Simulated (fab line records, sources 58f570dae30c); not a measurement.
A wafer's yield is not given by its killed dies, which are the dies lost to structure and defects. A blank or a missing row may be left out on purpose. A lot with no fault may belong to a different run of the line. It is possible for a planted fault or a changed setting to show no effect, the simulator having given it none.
Chamber matching	flow berkeleyCmos170	4 sister chambers for UCB170_NWELL_ETCH_13 on rieDiel-04
The step etches Si3N4 in CH3F/Ar/O2, stops on SiO2, target depth 246.4 nm, time 154 s. 14 wafers are shown with their chamber, then 7 later ones without.

## WAFERS WITH THEIR CHAMBER
wafer	chamber	drypumpMotorCurrentA (A)	throttleValvePct (%)	oesProductAu (a.u.)
L876.1	0	6.2	8.13	0.930
L876.2	3	6.0	8.17	0.939
L876.6	0	6.2	8.09	0.947
L879.4	2	6.5	8.06	0.942
L879.5	1	5.6	8.27	0.939
L879.6	0	6.1	8.09	0.932
L883.4	3	6.0	8.18	0.923
L883.5	2	6.5	8.04	0.946
L883.6	1	5.6	8.26	0.947
L884.1	0	6.2	8.10	0.940
L884.2	1	5.6	8.27	0.930
L884.3	2	6.5	8.06	0.945
L885.1	1	5.6	8.25	0.940
L885.2	0	6.2	8.10	0.940

SIGNATURES, as means of the wafers listed above
reading	chamber 0	chamber 1	chamber 2	chamber 3	scatter within a chamber
drypumpMotorCurrentA	6.180	5.600	6.500	6.000	0.0283
throttleValvePct	8.1020	8.2625	8.0533	8.1750	0.0129
oesProductAu	0.93780	0.93900	0.94433	0.93100	0.00687
Rule: for each reading, subtract the chamber's mean from the wafer's reading, divide by that reading's scatter and square the result; add these up over the readings and take the root, which gives the wafer's distance from the chamber. If the next closest chamber is less than 2 further off than the closest, the wafer can't be placed; otherwise it belongs to the closest. The scatter: take each reading less its chamber's mean, square it, sum over the shown wafers, divide by the number of wafers less the number of chambers, and take the root.

## WAFERS MISSING THEIR CHAMBER
wafer	drypumpMotorCurrentA (A)	throttleValvePct (%)	oesProductAu (a.u.)
L885.6	6.5	8.05	0.959
L896.3	6.0	8.19	0.924
L896.5	6.2	8.10	0.939
L896.6	5.6	8.27	0.953
L898.2	6.0	8.18	0.930
L898.3	6.2	8.11	0.930
L898.5	6.2	8.10	0.936

## THE CHAMBER EACH PASSED THROUGH
wafer	from the rows above	in truth
L885.6	2	2
L896.3	3	3
L896.5	0	0
L896.6	1	1
L898.2	3	3
L898.3	0	0
L898.5	0	0
Placed correctly: 7 of 7. Can't be placed from these rows: 0. Wrongly placed: 0.
